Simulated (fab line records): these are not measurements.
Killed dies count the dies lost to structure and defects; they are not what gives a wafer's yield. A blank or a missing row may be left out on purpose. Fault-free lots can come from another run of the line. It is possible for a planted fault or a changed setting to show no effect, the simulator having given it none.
Which tool is to blame?    flow berkeley cmos170    6 lots with 18 wafers sampled at 2 steps, on a route of 331 steps

== WHAT THE GAUGES READ, wafer by wafer ==
UCB170_PWELL_OVL_MEAS_13.
lot   measured     on          PWELL_OVL (nm)
L468  day 4 04:11  overlay-02  -5 -3 -4
L472  day 5 14:41  overlay-02  -1 -3 2
L475  day 6 01:30  overlay-01  -7 0 -9
L484  day 7 04:56  overlay-01  9 6 3
L486  day 7 12:45  overlay-01  -4 -13 -10
L487  day 7 22:22  overlay-01  8 9 0

== WHAT TOOL EACH LOT RAN ON (gives the tool, then ch and the chambers of the sampled wafers, and finally the start) ==
lot   UCB170_PWELL_EXPOSE_10
L468  krf scanner-01 ch 0, day 4 03:34
L472  krf scanner-01 ch 0, day 5 13:30
L475  krf scanner-01 ch 0, day 6 00:14
L484  krf scanner-02 ch 0, day 7 04:24
L486  krf scanner-01 ch 0, day 7 12:22
L487  krf scanner-02 ch 0, day 7 21:59
- UCB170_PWELL_EXPOSE_10: exposes mask PWELL, target cd 3000 nm.

== THE ANSWER, worked out from the rows above alone ==
Rule: the usual values come from the lots themselves. Put in order of their means at a reading, lots are off if they are a third of the lots or fewer, leave a main group of 4 or more, and stand apart from it by a gap of 3 or more times the standard deviation of the main group's means; of several such gaps the widest counts. The tables above print the reading to a certain number of digits; a main group whose means all agree to those digits is not used. A lot without any number at a reading at which 4 lots or more have one is off too. The other lots that the step has rows for count as sound.
No lot is off at any reading shown: from this, nothing can be told.

== WHAT THE SIMULATOR HAD INSERTED ==
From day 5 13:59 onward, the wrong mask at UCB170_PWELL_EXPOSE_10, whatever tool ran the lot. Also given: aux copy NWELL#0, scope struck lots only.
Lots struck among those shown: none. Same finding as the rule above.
